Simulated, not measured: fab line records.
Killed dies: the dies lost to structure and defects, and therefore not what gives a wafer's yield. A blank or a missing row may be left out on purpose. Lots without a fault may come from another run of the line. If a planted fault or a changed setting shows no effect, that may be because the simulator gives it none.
What tool caused it? | flow ritCmos | 14 lots with 42 wafers sampled at 5 steps, on a route of 202 steps

WHAT EACH GAUGE READ, for each wafer
RIT_NLDD_OVL_MEAS_06. Usual: NLDD_OVL typically reads -0.6 nm, with standard deviation 1.5.
lot  | measured    | on         | NLDD_OVL (nm)  | flag
L696 | day 2 17:40 | overlay-01 | 1.1 -0.3 2.8   | 
L697 | day 2 21:59 | overlay-02 | -2.8 -3.1 -3.8 | 
L698 | day 3 02:40 | overlay-02 | -1.7 -2.3 -2.3 | 
L700 | day 3 16:52 | overlay-01 | -0.6 -1.7 0.4  | 
L701 | day 3 18:16 | overlay-01 | 2.2 0.9 1.4    | 
L705 | day 4 15:15 | overlay-02 | -1.9 -1.6 -1.9 | 
L706 | day 4 18:44 | overlay-01 | -0.7 -1.3 0.6  | 
L707 | day 5 01:40 | overlay-01 | -0.2 1.6 0.7   | 
L712 | day 6 01:21 | overlay-01 | -0.8 2.3 1.8   | 
L713 | day 6 09:46 | overlay-01 | 1.2 0.6 1.2    | 
L714 | day 6 14:40 | overlay-02 | -2.8 -2.4 -1.5 | 
L715 | day 6 17:56 | overlay-01 | -2.8 -2.0 -0.3 | 
L717 | day 7 08:15 | overlay-02 | -2.3 -2.5 -1.7 | 
L719 | day 7 15:29 | overlay-02 | -0.9 -1.7 -1.7 | 

RIT_M1_CD_MEAS_90 targets a cd of 2600 nm. Usual: cdNm at 2601 nm, with a standard deviation of 3.1.
lot  | measured    | on       | cdNm (nm)      | flag
L696 | day 3 07:28 | cdSem-01 | 2599 2599 2598 | 
L697 | day 3 11:40 | cdSem-02 | 2605 2599 2599 | 
L698 | day 3 17:32 | cdSem-02 | 2599 2596 2597 | 
L700 | day 4 07:41 | cdSem-01 | 2596 2599 2595 | 
L701 | day 4 08:52 | cdSem-02 | 2603 2601 2603 | 
L705 | day 5 05:10 | cdSem-01 | 2603 2604 2602 | 
L706 | day 5 08:37 | cdSem-02 | 2599 2601 2603 | 
L707 | day 5 15:24 | cdSem-02 | 2599 2603 2601 | 
L712 | day 6 15:15 | cdSem-01 | 2598 2601 2596 | 
L713 | day 6 23:41 | cdSem-01 | 2613 2600 2601 | 
L714 | day 7 05:26 | cdSem-01 | 2599 2599 2598 | 
L715 | day 7 10:17 | cdSem-01 | 2604 2613 2602 | 
L717 | day 7 22:32 | cdSem-01 | 2600 2603 2600 | 
L719 | day 8 06:02 | cdSem-02 | 2601 2603 2603 | 

TOOL THAT RAN EACH LOT (tool first, then ch and the chambers of the sampled wafers, then the start)
lot  | RIT_NWELL_STRIP_09                 | RIT_M1_METAL_ETCH_12            | RIT_M1_STRIP_14
L696 | plasmaAsher-01 ch 1, day 1 21:43   | rieMetal-04 ch 0,1, day 3 06:55 | plasmaAsher-02 ch 0,1, day 3 07:16
L697 | plasmaAsher-04 ch 0,1, day 2 02:33 | rieMetal-03 ch 0,1, day 3 11:09 | plasmaAsher-03 ch 0,1, day 3 11:31
L698 | plasmaAsher-04 ch 0,1, day 2 06:47 | rieMetal-01 ch 0,1, day 3 16:59 | plasmaAsher-02 ch 0,1, day 3 17:20
L700 | plasmaAsher-01 ch 0,1, day 2 16:45 | rieMetal-03 ch 0,1, day 4 07:11 | plasmaAsher-01 ch 0,1, day 4 07:31
L701 | plasmaAsher-01 ch 0,1, day 2 21:47 | rieMetal-01 ch 0,1, day 4 08:21 | plasmaAsher-03 ch 0,1, day 4 08:41
L705 | plasmaAsher-02 ch 0,1, day 3 19:33 | rieMetal-04 ch 0,1, day 5 04:38 | plasmaAsher-03 ch 0,1, day 5 04:58
L706 | plasmaAsher-01 ch 0,1, day 3 22:55 | rieMetal-03 ch 0,1, day 5 08:08 | plasmaAsher-01 ch 0,1, day 5 08:28
L707 | plasmaAsher-01 ch 0,1, day 4 05:08 | rieMetal-01 ch 1, day 5 14:50   | plasmaAsher-02 ch 0,1, day 5 15:11
L712 | plasmaAsher-02 ch 0,1, day 5 05:02 | rieMetal-03 ch 0,1, day 6 14:42 | plasmaAsher-02 ch 0,1, day 6 15:06
L713 | plasmaAsher-01 ch 0,1, day 5 10:35 | rieMetal-01 ch 0,1, day 6 23:11 | plasmaAsher-03 ch 0,1, day 6 23:31
L714 | plasmaAsher-04 ch 0,1, day 5 14:44 | rieMetal-04 ch 0, day 7 04:44   | plasmaAsher-02 ch 0,1, day 7 05:14
L715 | plasmaAsher-02 ch 0,1, day 5 21:33 | rieMetal-01 ch 0,1, day 7 09:46 | plasmaAsher-01 ch 0,1, day 7 10:07
L717 | plasmaAsher-01 ch 0,1, day 6 11:22 | rieMetal-04 ch 0,1, day 7 22:01 | plasmaAsher-01 ch 0,1, day 7 22:22
L719 | plasmaAsher-02 ch 0,1, day 6 18:59 | rieMetal-03 ch 0,1, day 8 05:32 | plasmaAsher-02 ch 0,1, day 8 05:52
- RIT_NWELL_STRIP_09: strips in O2, time 180 s.
- RIT_M1_METAL_ETCH_12: etches Al in Cl2/BCl3, stops on SiO2, time 165 s, target depth 600 nm.
- RIT_M1_STRIP_14: strips in O2, time 180 s.

WHAT THE TOOLS THEMSELVES READ (means of the sampled wafers that have a number; where no wafer has one, the mark that the record gives instead)
RIT_NWELL_STRIP_09. Usual: drypumpMotorCurrentA at 5.7 A, with a standard deviation of 0.33.
lot  | tool           | drypumpMotorCurrentA (A) | flag
L696 | plasmaAsher-01 | 6.2                      | 
L697 | plasmaAsher-04 | 5.4                      | 
L698 | plasmaAsher-04 | 5.6                      | 
L700 | plasmaAsher-01 | 5.6                      | 
L701 | plasmaAsher-01 | 5.9                      | 
L705 | plasmaAsher-02 | 5.8                      | 
L706 | plasmaAsher-01 | 5.9                      | 
L707 | plasmaAsher-01 | 5.6                      | 
L712 | plasmaAsher-02 | 5.9                      | 
L713 | plasmaAsher-01 | 5.6                      | 
L714 | plasmaAsher-04 | 5.4                      | 
L715 | plasmaAsher-02 | 5.8                      | 
L717 | plasmaAsher-01 | 5.6                      | 
L719 | plasmaAsher-02 | 5.8                      | 

RIT_M1_METAL_ETCH_12. Usual: drypumpMotorCurrentA 5.6 A, standard deviation 0.47; heBacksideLeakSccm 3.5 sccm, standard deviation 0.33; oesProductAu 0.775 a.u., standard deviation 0.016; throttleValvePct 8.21 %, standard deviation 0.066.
lot  | tool        | drypumpMotorCurrentA (A) | heBacksideLeakSccm (sccm) | oesProductAu (a.u.) | throttleValvePct (%) | flag
L696 | rieMetal-04 | 5.3                      | 3.4                       | 0.774               | 8.27                 | 
L697 | rieMetal-03 | 5.9                      | 3.4                       | 0.757               | 8.19                 | 
L698 | rieMetal-01 | 5.7                      | 3.4                       | 0.782               | 8.21                 | 
L700 | rieMetal-03 | 5.9                      | 3.4                       | 0.765               | 8.18                 | 
L701 | rieMetal-01 | 5.5                      | 3.6                       | 0.781               | 8.16                 | 
L705 | rieMetal-04 | 5.7                      | 3.3                       | 0.785               | 8.23                 | 
L706 | rieMetal-03 | 6.0                      | 3.6                       | 0.762               | 8.19                 | 
L707 | rieMetal-01 | 5.8                      | 3.4                       | 0.803               | 8.25                 | 
L712 | rieMetal-03 | 5.9                      | 3.5                       | 0.752               | 8.18                 | 
L713 | rieMetal-01 | 5.5                      | 3.4                       | 0.737               | 8.17                 | 
L714 | rieMetal-04 | 4.8                      | 3.4                       | 0.753               | 8.30                 | 
L715 | rieMetal-01 | 5.5                      | 3.6                       | 0.739               | 8.17                 | 
L717 | rieMetal-04 | 5.3                      | 3.2                       | 0.766               | 8.28                 | 
L719 | rieMetal-03 | 5.9                      | 3.5                       | 0.780               | 8.19                 | 

RIT_M1_STRIP_14. Usual: drypumpMotorCurrentA at 5.7 A, with a standard deviation of 0.39.
lot  | tool           | drypumpMotorCurrentA (A) | flag
L696 | plasmaAsher-02 | 5.8                      | 
L697 | plasmaAsher-03 | 5.5                      | 
L698 | plasmaAsher-02 | 5.9                      | 
L700 | plasmaAsher-01 | 5.6                      | 
L701 | plasmaAsher-03 | 5.5                      | 
L705 | plasmaAsher-03 | 5.5                      | 
L706 | plasmaAsher-01 | 5.6                      | 
L707 | plasmaAsher-02 | 5.8                      | 
L712 | plasmaAsher-02 | 5.9                      | 
L713 | plasmaAsher-03 | 5.5                      | 
L714 | plasmaAsher-02 | 5.9                      | 
L715 | plasmaAsher-01 | 5.9                      | 
L717 | plasmaAsher-01 | 5.6                      | 
L719 | plasmaAsher-02 | 5.9                      | 

THE ANSWER, worked out from the rows above alone
Rule: lot off if the mean of its wafers having a number is beyond 3 standard deviations from the usual mean. A lot without any number at a reading at which 4 lots or more have one is off too. Any other lot the step has rows for is counted as sound. Order of review: gauges by route order, followed by the tools' own readings, for which a lot's mean as printed above is used. At the first step where some lot is off, the reading lying furthest off is the one used; lots without a number count as furthest.
Nothing can be told from this: no lot is off at any reading shown.

WHAT THE SIMULATOR PUT IN
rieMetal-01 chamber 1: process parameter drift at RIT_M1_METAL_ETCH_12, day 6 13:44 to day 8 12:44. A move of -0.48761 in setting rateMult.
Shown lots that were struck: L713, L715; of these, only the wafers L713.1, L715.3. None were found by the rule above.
